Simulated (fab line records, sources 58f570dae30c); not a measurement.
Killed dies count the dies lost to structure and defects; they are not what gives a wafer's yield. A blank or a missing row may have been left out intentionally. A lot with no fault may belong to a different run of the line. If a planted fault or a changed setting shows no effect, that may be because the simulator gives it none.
2 desks looking at one fault | flow berkeley-cmos170 | each desk has only its own numbers; what lay behind them comes last

== THE TOOL OWNER'S DESK: implanter-03 ==
For each lot that ran on this tool, the mean over its sampled wafers that have a number, from the tool's own readings at UCB170_NLDD_IMPLANT_09. If a lot's mean is further than 4 standard deviations from the usual mean, the lot is out of limits and carries the mark OUT (the distance appears in the brackets).
Columns: A = dose-ions-cm2 at UCB170_NLDD_IMPLANT_09, usual 5e+13; B = end-station-pressure-torr at UCB170_NLDD_IMPLANT_09, usual 5.15e-06 Torr; C = faraday-current-uA at UCB170_NLDD_IMPLANT_09, usual 158.7
lot  | first seen here | A                       | B        | C
L579 | day 7 16:07     | 5e+13                   | 5.34e-06 | 160.6
L583 | day 8 11:40     | 5e+13                   | 5.06e-06 | 156.8
L586 | day 9 13:07     | 5e+13                   | 5.16e-06 | 155.3
L592 | day 9 20:52     | 5e+13                   | 4.83e-06 | 160.1
L590 | day 10 00:43    | 4e+13 (-99 or more) OUT | 4.83e-06 | 121.9 (-13) OUT
L587 | day 10 01:34    | 4e+13 (-99 or more) OUT | 5.12e-06 | 123.9 (-12) OUT
This desk's finding: out of limits on L587, L590; first on L590, day 10 00:43 (dose-ions-cm2 at UCB170_NLDD_IMPLANT_09). L579, L583, L586, L592: within limits.

== THE METROLOGY DESK ==
Lot by lot, what the gauges showed, no matter which tool ran the lot: averages of those sampled wafers that carry a number. If a lot's mean is further than 4 standard deviations from the usual mean, the lot is out of limits and carries the mark OUT (the distance appears in the brackets).
Columns: A = GATE_OXIDE_THK at UCB170_GATE_THK_MEAS_02, usual 6.61 nm; B = NLDD_TW at UCB170_NLDD_TW_MEAS_11, usual 2206; C = NLDD_RS at UCB170_SDANNEAL_RS_MEAS_05, usual 616.4 ohm/sq; D = CONTACT_PSG_THK at UCB170_CONTACT_THK_MEAS_02, usual 697 nm
lot  | first seen here | A    | B               | C               | D
L579 | day 7 01:27     | 6.62 | 2229            | 617.2           | 691
L578 | day 7 03:32     | 6.53 | 2224            | 615.8           | 694
L582 | day 7 11:58     | 6.69 | 2208            | 619.8           | 702
L584 | day 7 19:07     | 6.62 | 2226            | 614.5           | 701
L585 | day 7 19:07     | 6.57 | 2186            | 616.8           | 700
L583 | day 7 19:08     | 6.54 | 2200            | 617.5           | 704
L586 | day 8 23:37     | 6.54 | 2177            | 618.4           | 710
L592 | day 9 07:25     | 6.80 | 2221            | 614.2           | 691
L590 | day 9 07:26     | 6.61 | 2113 (-4.9) OUT | 671.2 (+30) OUT | 697
L591 | day 9 07:26     | 6.57 | 2180            | 616.3           | 699
L587 | day 9 07:28     | 6.57 | 2109 (-5.1) OUT | 666.5 (+28) OUT | 690
L599 | day 11 01:38    | 6.50 | 2210            | 614.8           | 696
L600 | day 11 01:39    | 6.52 | 2205            | 618.1           | 704
L601 | day 11 09:58    | 6.52 | 2177            | 614.9           | 688
This desk's finding: out of limits on L587, L590; first on L590, day 10 00:58 (NLDD_TW at UCB170_NLDD_TW_MEAS_11). L579, L578, L582, L584, L585, L583, L586, L592, L591, L599, L600, L601: within limits.

== ALL TOGETHER ==
The tool owner's desk had the chance to raise an alarm at day 10 00:43 on L587, L590.
On L587, L590, the metrology desk was in a position to raise an alarm at day 10 00:58.
On implanter-03, each named lot ran UCB170_NLDD_IMPLANT_09.

== WHAT WAS PUT IN BY THE SIMULATOR ==
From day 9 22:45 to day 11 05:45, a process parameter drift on implanter-03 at UCB170_NLDD_IMPLANT_09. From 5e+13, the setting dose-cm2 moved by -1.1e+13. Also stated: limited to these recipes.
Shown lots that were struck: L587, L590.
Fault start to first reading out of limits, in hours, per desk: tool owner, 2; metrology, 2.
